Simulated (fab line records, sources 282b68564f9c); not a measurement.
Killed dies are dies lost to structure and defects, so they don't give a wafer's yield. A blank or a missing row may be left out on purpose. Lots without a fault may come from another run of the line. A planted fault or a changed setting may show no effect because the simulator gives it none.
A struck lot beside a sound one | flow rit_cmos | 43 steps out of a route of 202
Sound: wafers L465.1, L465.2, L465.6. Struck: wafers L480.3, L480.4, L480.5. The cause comes at the end.
At each step with rows: each side's tool, then ch and its chambers, then its first start. Under that, the readings that differ: sound wafers | struck wafers | difference of the means | sigmas: that difference in standard deviations of wafers without a fault.
alike: readings whose means differ by less than 2 such deviations, and words and numbers that are the same on both sides. not compared: withheld readings, readings that some wafer has no value for, bounds like >300 that may hide the same value, and numbers for which the record gives no deviation and whose values overlap.
The two part at a step that has a row with sigmas, a row that says differs or no value, or rows on one side only. Numbers that don't overlap but have no deviation are shown without sigmas and don't part them. A reading that every wafer of one side lacks parts them only if that side has two wafers or more.

first, 4 steps without rows for these wafers: RIT_PLDD_SOFTBAKE_02 (time 60 s); RIT_PLDD_EXPOSE_03 (exposes mask M8, target cd 40900 nm); RIT_PLDD_PEB_04; RIT_PLDD_DEVELOP_05 (develop time 50 s).
RIT_PLDD_OVL_MEAS_06:
  sound on overlay-01, day 3 14:19; struck on overlay-02, day 6 16:02
  alike: PLDD_OVL
then, 2 steps without rows for these wafers: RIT_PLDD_HARDBAKE_07 (time 60 s); RIT_PLDD_IMPLANT_08.
RIT_PLDD_STRIP_09: strips in O2, time 180 s.
  sound on plasma_asher-01 ch 0,1, day 3 14:38; struck on plasma_asher-04 ch 0,1, day 6 16:25
  alike: drypump_motor_current_A
  not compared: rf_hours_counter_h
RIT_PLDD_TW_MEAS_10:
  sound on film_metro-03, day 3 14:49; struck on film_metro-01, day 6 16:34
  alike: PLDD_TW
then, 3 steps without rows for these wafers: RIT_SPACER_CLEAN_00 (cleans in SC1, time 600 s); RIT_SPACER_CLEAN_01 (cleans in dHF, time 30 s); RIT_SPACER_CLEAN_02 (cleans in SC2, time 600 s).
RIT_SPACER_CVD_03: deposits Si3N4 from SiH2Cl2/NH3, target thk 250 nm, time 3300 s.
  sound on lpcvd-01 ch 1, day 3 15:16; struck on lpcvd-01 ch 0, day 6 17:00
  reading                                  | sound             | struck            | difference | sigmas
  nh3_flow_sccm (sccm)                     | 150.9 150.5 151.0 | 149.6 148.9 149.8 | -1.4       | -3
  susceptor_temp_C (C)                     | 810.2 810.4 810.5 | 809.4 809.3 809.9 | -0.8       | -3
  model.Si3N4_of_SPACER_CVD_03.thk_nm (nm) | 251.5 253.8 254.8 | 187.7 188.3 189.1 | -65.0      |
  alike: spike_tc_centre_C
RIT_SPACER_THK_MEAS_04:
  sound on film_metro-02, day 3 17:11; struck on film_metro-03, day 6 18:56
  reading                 | sound             | struck            | difference | sigmas
  SPACER_NITRIDE_THK (nm) | 251.6 254.0 254.8 | 187.7 188.3 189.0 | -65.1      | -24
RIT_SPACER_ETCHBACK_05: etches Si3N4 in SF6/CHF3, stops on SiO2, target depth 250 nm, time 240 s.
  sound on rie_diel-01 ch 0,2,3, day 3 17:14; struck on rie_diel-01 ch 1,3, day 6 18:58
  reading                  | sound             | struck            | difference | sigmas
  oes_product_au (a.u.)    | 0.856 0.865 0.875 | 0.689 0.706 0.692 | -0.170     | -13
  model.etch.depth_nm (nm) | 251.5 253.8 254.8 | 187.7 188.3 189.1 | -65.0      |
  alike: drypump_motor_current_A, throttle_valve_pct
  not compared: rf_hours_counter_h
then, 6 steps without rows for these wafers: RIT_NSD_HMDS_00 (prime time 60 s); RIT_NSD_COAT_01 (resist thk 1000 nm); RIT_NSD_SOFTBAKE_02 (time 60 s); RIT_NSD_EXPOSE_03 (exposes mask M9, target cd 40700 nm); RIT_NSD_PEB_04; RIT_NSD_DEVELOP_05 (develop time 50 s).
RIT_NSD_OVL_MEAS_06:
  sound on overlay-01, day 3 18:22; struck on overlay-01, day 6 19:59
  reading      | sound       | struck        | difference | sigmas
  NSD_OVL (nm) | 3.3 5.0 2.4 | -0.5 -1.9 0.7 | -4.1       | -3
then, 2 steps without rows for these wafers: RIT_NSD_HARDBAKE_07 (time 60 s); RIT_NSD_IMPLANT_08.
RIT_NSD_STRIP_09: strips in O2, time 180 s.
  sound on plasma_asher-02 ch 0,1, day 3 18:42; struck on plasma_asher-03 ch 0,1, day 6 20:22
  alike: drypump_motor_current_A
  not compared: rf_hours_counter_h
RIT_NSD_TW_MEAS_10:
  sound on film_metro-03, day 3 18:53; struck on film_metro-01, day 6 20:31
  alike: NSD_TW
then, 6 steps without rows for these wafers: RIT_PSD_HMDS_00 (prime time 60 s); RIT_PSD_COAT_01 (resist thk 1000 nm); RIT_PSD_SOFTBAKE_02 (time 60 s); RIT_PSD_EXPOSE_03 (exposes mask M10, target cd 40900 nm); RIT_PSD_PEB_04; RIT_PSD_DEVELOP_05 (develop time 50 s).
RIT_PSD_OVL_MEAS_06:
  sound on overlay-01, day 3 20:07; struck on overlay-02, day 6 21:25
  alike: PSD_OVL
then, 2 steps without rows for these wafers: RIT_PSD_HARDBAKE_07 (time 60 s); RIT_PSD_IMPLANT_08.
RIT_PSD_STRIP_09: strips in O2, time 180 s.
  sound on plasma_asher-04 ch 0,1, day 3 20:27; struck on plasma_asher-01 ch 0,1, day 6 21:49
  alike: drypump_motor_current_A
  not compared: rf_hours_counter_h
RIT_PSD_TW_MEAS_10:
  sound on film_metro-04, day 3 20:37; struck on film_metro-01, day 6 21:56
  reading | sound          | struck         | difference | sigmas
  PSD_TW  | 3363 3368 3359 | 3425 3416 3421 | +57        | +3
then, 3 steps without rows for these wafers: RIT_SDANNEAL_CLEAN_00 (cleans in SC1, time 600 s); RIT_SDANNEAL_CLEAN_01 (cleans in dHF, time 30 s); RIT_SDANNEAL_CLEAN_02 (cleans in SC2, time 600 s).
RIT_SDANNEAL_RTA_03: time 5.174 s.
  sound on rtp_anneal-02 ch 0, day 3 21:03; struck on rtp_anneal-01 ch 0, day 6 22:22
  alike: wafer_temp_C_max
RIT_SDANNEAL_RS_MEAS_04: measures by four-point-probe.
  sound on film_metro-03, day 3 21:07; struck on film_metro-03, day 6 22:27
  alike: PSD_RS
RIT_SILICIDE_WET_ETCH_00: etches SiO2 in BOE, target depth 14 nm, time 15 s.
  sound on wet_bench-03 ch 1, day 3 21:35; struck on wet_bench-02 ch 1, day 6 22:53
  reading                                  | sound             | struck            | difference | sigmas
  model.Si3N4_of_SPACER_CVD_03.thk_nm (nm) | 195.1 197.2 198.1 | 145.1 146.1 146.5 | -50.9      |

WHERE THEY PART
First at RIT_SPACER_CVD_03; last, within this record, at RIT_PSD_TW_MEAS_10. Later steps at which nothing parts them and some readings are alike: RIT_SDANNEAL_RTA_03, RIT_SDANNEAL_RS_MEAS_04.

WHY: what the simulator had put in
Process parameter drift: lpcvd-01, from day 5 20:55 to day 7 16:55, at RIT_SPACER_CVD_03. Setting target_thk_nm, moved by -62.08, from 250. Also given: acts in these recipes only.
